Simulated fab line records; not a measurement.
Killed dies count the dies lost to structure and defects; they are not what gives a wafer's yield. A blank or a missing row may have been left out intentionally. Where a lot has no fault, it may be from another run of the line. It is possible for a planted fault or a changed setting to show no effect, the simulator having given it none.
fab line records | flow rit_cmos
record lots=5 | wafers=15 | last_day=7
route steps=202 shown PWELL@44 WELLDRIVE@50 NWELL@51 NRETRO@53 M1@202
lots that met no fault: from a run of the same line without faults
start_h: the number of hours between the record's first day and the start of the first shown wafer of the lot | wait_h: hours since the lot's step before | " identical to the entry in the row above | L1.1+2: a row that stands for several wafers | - no value, or no start was given | * or withheld: withheld | < > ~ a bound
route shown NAME@n: a module of which the file shows steps, and the number in the route of the first | usual: average and standard deviation across the fault-free wafers | same: alike in all rows | chamber/n: place in a boat | sites: per-site readings | _std_site: how widely they spread, as a standard deviation | _edge_site: mean of outer sites minus mean of inner sites | radius_mm: how far each site lies from the wafer's centre | mask NAME#n: copy n | behind: tool/chamber where the wafer was last shaped | hold: why the lot was held/for how many hours/how that ended | device: which transistor (n, p or np) failed to switch | end of line: the tests these same wafers got at the end of their route | where a step has no rows: the recipe by itself | killed: the dies lost at the first sort to structure and to defects; this is not the yield of the wafer | map: a wafer's dies, x killed, . not, _ none there
set.NAME: setting as actually run; set.NAME@STEP: the setting as run at that earlier step | model.NAME: the simulator's own value behind a step, which no gauge read
lots seen at some steps along the route; tables by step, rows by wafer
services: when a tool's chamber went out of use (start_h, in hours from the record's first day, below 0 if earlier), for how many hours, and the reason
## steps
# step RIT_PWELL_DEVELOP_05
# recipe resist=NOVOLAK | develop_time_s=68 | dev_temp_c=23
# step RIT_PWELL_OVL_MEAS_06
# usual PWELL_OVL=0.7/1.8
lot.wafer | tool       | chamber | start_h | wait_h | PWELL_OVL[nm]
L478.1    | overlay-02 | -       | 41.99   | -      | 0.7
L478.5    | "          | -       | "       | "      | 1.0
L478.6    | "          | -       | "       | "      | -0.3
L479.2    | overlay-01 | -       | 49.82   | -      | 0.4
L479.4    | "          | -       | "       | "      | 1.7
L479.6    | "          | -       | "       | "      | 0.5
L480.1    | overlay-02 | -       | 50.05   | -      | 3.7
L480.2    | "          | -       | "       | "      | 4.5
L480.5    | "          | -       | "       | "      | 1.2
L493.2    | overlay-01 | -       | 113.61  | -      | 0.6
L493.4    | "          | -       | "       | "      | -0.7
L493.5    | "          | -       | "       | "      | 1.8
L498.2    | overlay-01 | -       | 136.93  | -      | 0.4
L498.3    | "          | -       | "       | "      | 2.1
L498.4    | "          | -       | "       | "      | 4.1
# step RIT_PWELL_HARDBAKE_07
# recipe resist=NOVOLAK | temp_c=140 | time_s=120
# step RIT_PWELL_IMPLANT_08
# recipe species=B | energy_kev=170 | dose_cm2=7e+13 | tilt_deg=7
# step RIT_PWELL_STRIP_09
# recipe chemistry=O2 | time_s=180 | resist=NOVOLAK | platen_temp_c=withheld | power_w=500 | pressure_mtorr=4000 | o2_flow_sccm=4000
# usual drypump_motor_current_A=5.9/0.63
lot.wafer | tool            | chamber | start_h | wait_h | drypump_motor_current_A | rf_hours_counter_h
L478.1    | plasma_asher-04 | 1       | 42.43   | 0.1    | 5.7                     | 25
L478.5    | "               | 0       | "       | "      | 6.6                     | -
L478.6    | "               | 1       | "       | "      | 5.7                     | -
L479.2    | plasma_asher-02 | 0       | 50.25   | 0.1    | 5.3                     | 39
L479.4    | "               | 0       | "       | "      | 5.3                     | -
L479.6    | "               | 0       | "       | "      | 5.3                     | -
L480.1    | plasma_asher-03 | 0       | 50.49   | 0.1    | 6.6                     | 40
L480.2    | "               | 1       | "       | "      | 6.2                     | 40
L480.5    | "               | 0       | "       | "      | 6.6                     | -
L493.2    | plasma_asher-03 | 0       | 114.04  | 0.1    | 6.6                     | 47
L493.4    | "               | 0       | "       | "      | 6.6                     | -
L493.5    | "               | 0       | "       | "      | 6.6                     | -
L498.2    | plasma_asher-04 | 0       | 137.36  | 0.1    | 6.6                     | 36
L498.3    | "               | 0       | "       | "      | 6.6                     | -
L498.4    | "               | 1       | "       | "      | 5.7                     | -
# step RIT_PWELL_TW_MEAS_10
# usual PWELL_TW=960/11
lot.wafer | tool          | chamber | start_h | wait_h | PWELL_TW
L478.1    | film_metro-02 | -       | 42.60   | 0.1    | 981
L478.5    | "             | -       | "       | "      | 978
L478.6    | "             | -       | "       | "      | 979
L479.2    | film_metro-04 | -       | 50.43   | 0.1    | 967
L479.4    | "             | -       | "       | "      | 958
L479.6    | "             | -       | "       | "      | 965
L480.1    | film_metro-03 | -       | 50.66   | 0.1    | 946
L480.2    | "             | -       | "       | "      | 947
L480.5    | "             | -       | "       | "      | 945
L493.2    | film_metro-04 | -       | 114.22  | 0.1    | 955
L493.4    | "             | -       | "       | "      | 960
L493.5    | "             | -       | "       | "      | 959
L498.2    | film_metro-02 | -       | 137.55  | 0.1    | 976
L498.3    | "             | -       | "       | "      | 973
L498.4    | "             | -       | "       | "      | 968
# step RIT_WELLDRIVE_ANNEAL_00
# recipe temp_c=1100 | time_s=14700 | ambient=N2
# step RIT_WELLDRIVE_RS_MEAS_01
# recipe thk_meas_gauge=four-point-probe
# usual NWELL_RS=275.3/0.73
lot.wafer | tool          | chamber | start_h | wait_h | NWELL_RS[ohm/sq]
L478.1    | film_metro-02 | -       | 51.56   | 0.0    | 275.8
L478.5    | "             | -       | "       | "      | 275.5
L478.6    | "             | -       | "       | "      | 275.8
L480.1    | film_metro-03 | -       | 56.65   | 0.0    | 275.7
L480.2    | "             | -       | "       | "      | 275.6
L480.5    | "             | -       | "       | "      | 276.1
L479.2    | film_metro-04 | -       | 56.67   | 0.0    | 275.1
L479.4    | "             | -       | "       | "      | 275.5
L479.6    | "             | -       | "       | "      | 274.7
L493.2    | film_metro-02 | -       | 119.37  | 0.0    | 276.1
L493.4    | "             | -       | "       | "      | 276.6
L493.5    | "             | -       | "       | "      | 276.4
L498.2    | film_metro-03 | -       | 142.73  | 0.0    | 274.8
L498.3    | "             | -       | "       | "      | 275.8
L498.4    | "             | -       | "       | "      | 275.9
# step RIT_WELLDRIVE_RS_MEAS_02
# recipe thk_meas_gauge=four-point-probe
# usual PWELL_RS=428.9/1
lot.wafer | tool          | chamber | start_h | wait_h | PWELL_RS[ohm/sq]
L478.1    | film_metro-02 | -       | 51.68   | 0.1    | 428.2
L478.5    | "             | -       | "       | "      | 426.8
L478.6    | "             | -       | "       | "      | 428.4
L480.1    | film_metro-03 | -       | 56.77   | 0.1    | 430.4
L480.2    | "             | -       | "       | "      | 429.1
L480.5    | "             | -       | "       | "      | 428.7
L479.2    | film_metro-04 | -       | 56.79   | 0.1    | 428.9
L479.4    | "             | -       | "       | "      | 428.3
L479.6    | "             | -       | "       | "      | 427.8
L493.2    | film_metro-02 | -       | 119.49  | 0.1    | 428.3
L493.4    | "             | -       | "       | "      | 428.5
L493.5    | "             | -       | "       | "      | 428.4
L498.2    | film_metro-03 | -       | 142.85  | 0.1    | 428.9
L498.3    | "             | -       | "       | "      | 428.0
L498.4    | "             | -       | "       | "      | 429.6
# step RIT_NRETRO_HMDS_00
# recipe prime_time_s=60 | prime_temp_c=140
# step RIT_NRETRO_COAT_01
# recipe resist=NOVOLAK | spin_rpm=2000 | resist_thk_nm=1300
# step RIT_NRETRO_SOFTBAKE_02
# recipe resist=NOVOLAK | temp_c=90 | time_s=60
# step RIT_NRETRO_EXPOSE_03
# recipe mask_id=M4 | na=0.57 | target_cd_nm=43900 | dose_mj=250
lot.wafer  | tool             | chamber | start_h | wait_h | mask
L478.1+5+6 | iline_stepper-02 | 0       | 52.25   | 0.1    | M4#0
L479.2+4+6 | iline_stepper-02 | 0       | 57.35   | 0.1    | M4#0
L480.1+2+5 | iline_stepper-01 | 0       | 57.69   | 0.2    | M4#0
L493.2+4+5 | iline_stepper-02 | 0       | 120.19  | 0.2    | M4#0
L498.2+3+4 | iline_stepper-01 | 0       | 143.57  | 0.2    | M4#0
# step RIT_NRETRO_PEB_04
# recipe resist=NOVOLAK | temp_c=withheld | time_s=withheld
# step RIT_NRETRO_DEVELOP_05
# recipe resist=NOVOLAK | develop_time_s=68 | dev_temp_c=23
# step RIT_NRETRO_OVL_MEAS_06
# usual NRETRO_OVL=0.3/1.6
lot.wafer | tool       | chamber | start_h | wait_h | NRETRO_OVL[nm]
L478.1    | overlay-01 | -       | 52.68   | -      | 0.5
L478.5    | "          | -       | "       | "      | 0.3
L478.6    | "          | -       | "       | "      | 1.1
L479.2    | overlay-02 | -       | 57.77   | -      | -1.7
L479.4    | "          | -       | "       | "      | -2.0
L479.6    | "          | -       | "       | "      | -2.2
L480.1    | overlay-01 | -       | 58.36   | -      | 0.4
L480.2    | "          | -       | "       | "      | 1.5
L480.5    | "          | -       | "       | "      | -0.8
L493.2    | overlay-01 | -       | 120.60  | -      | -6.6
L493.4    | "          | -       | "       | "      | -5.6
L493.5    | "          | -       | "       | "      | -6.4
L498.2    | overlay-01 | -       | 143.99  | -      | -0.3
L498.3    | "          | -       | "       | "      | 0.0
L498.4    | "          | -       | "       | "      | -0.1
# step RIT_NRETRO_HARDBAKE_07
# recipe resist=NOVOLAK | temp_c=140 | time_s=120
# step RIT_M1_PROBE_99
# usual killed_at_front_end=7/3 | killed_dies=8/3 | killed_open=3.7/2 | killed_short=3.8/2.1
# same gross_dies=264 | killed_at_M0_to_M3=0 | killed_at_M4_up=0 | killed_at_back_side=0 | killed_at_contacts=0 | killed_at_other=0
lot.wafer | tool      | chamber | start_h | wait_h | killed_at_front_end | killed_dies | killed_open | killed_short
L480.1    | prober-02 | -       | 88.19   | 0.1    | 9                   | 9           | 5           | 4
L480.2    | prober-02 | -       | 88.24   | 0.1    | 8                   | 8           | 2           | 6
L480.5    | prober-02 | -       | 88.39   | 0.2    | 15                  | 15          | 8           | 7
L493.2    | prober-01 | -       | 148.22  | 0.1    | 8                   | 8           | 3           | 5
L493.4    | prober-01 | -       | 148.32  | 0.2    | 8                   | 8           | 3           | 5
L493.5    | prober-01 | -       | 148.37  | 0.2    | 2                   | 2           | 1           | 1
L498.2    | prober-02 | -       | 171.77  | 0.1    | 7                   | 7           | 1           | 5
L498.3    | prober-02 | -       | 171.82  | 0.2    | 7                   | 7           | 2           | 4
L498.4    | prober-02 | -       | 171.87  | 0.2    | 10                  | 10          | 4           | 5
# killed by level:class
L480.1 GATE:geometric_particle:open=3 SPACER:geometric_particle:short=2 FOX1:geometric_particle:open=1 GATE:geometric_particle:short=1 SILICIDE:geometric_particle:short=1 SILICIDE:geometric_particle:open=1
L480.2 FOX1:geometric_particle:short=4 FOX2:geometric_particle:short=1 GATE:geometric_particle:short=1 GATE:geometric_particle:open=1 SILICIDE:geometric_particle:open=1
L480.5 GATE:geometric_particle:short=4 FOX1:geometric_particle:short=3 GATE:geometric_particle:open=3 SILICIDE:geometric_particle:open=2 FOX1:geometric_particle:open=1 FOX2:geometric_particle:open=1 REOX:geometric_particle:open=1
L493.2 GATE:geometric_particle:short=4 GATE:geometric_particle:open=2 FOX2:geometric_particle:short=1 REOX:geometric_particle:open=1
L493.4 GATE:geometric_particle:short=2 FOX1:geometric_particle:open=1 FOX2:geometric_particle:short=1 GATE:geometric_particle:open=1 SPACER:geometric_particle:short=1 SPACER:geometric_particle:open=1 SILICIDE:geometric_particle:short=1
L493.5 FOX1:geometric_particle:open=1 SILICIDE:geometric_particle:short=1
L498.2 GATE:geometric_particle:short=2 SILICIDE:geometric_particle:short=2 FOX1:geometric_particle:short=1 GATE:geometric_particle:open=1 PRETRO:coat_microbubble_printed=1
L498.3 GATE:geometric_particle:open=2 SPACER:geometric_particle:short=2 GATE:geometric_particle:short=1 SILICIDE:geometric_particle:short=1 PRETRO:coat_microbubble_printed=1
L498.4 SILICIDE:geometric_particle:short=2 FOX2:geometric_particle:short=1 GATE:geometric_particle:short=1 GATE:geometric_particle:open=1 REOX:geometric_particle:open=1 SPACER:geometric_particle:short=1 SPACER:geometric_particle:open=1 SILICIDE:geometric_particle:open=1
## services
tool             | chamber | start_h | hours | kind
iline_stepper-02 | 0       | 48.47   | -     | calibration
plasma_asher-03  | -       | 53.22   | 1.4   | repair
iline_stepper-02 | -       | 63.82   | 2.4   | repair
iline_stepper-01 | -       | 69.80   | 1.7   | pm
iline_stepper-02 | -       | 106.40  | 6.0   | repair
plasma_asher-03  | -       | 116.76  | 2.8   | pm
iline_stepper-01 | 0       | 122.01  | -     | calibration
## key
first_sign step=RIT_NRETRO_OVL_MEAS_06 | reading=NRETRO_OVL | direction=down | sigmas=4.2 | usual=0.3 | struck=-6.2
effect none on later readings
met_at RIT_NRETRO_EXPOSE_03
struck_wafers L493.2,L493.4,L493.5
tester_left_out L493
onset_between 57.35 120.19
also_fits RIT_PWELL_STRIP_09:plasma_asher-03
fault kind=process_parameter_drift | tool=iline_stepper-02 | chamber=- | onset_h=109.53 | steps=RIT_NRETRO_EXPOSE_03 | channel=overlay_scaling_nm | offset=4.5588 | shape=step | end_h=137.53
# tester_left_out: of these lots the tester's yield and bins aren't shown, on N5 and GAA mostly nor the transistor test; their killed dies are dies lost to structure and defects alone, not to doping, threshold or leakage, so they don't give the yield
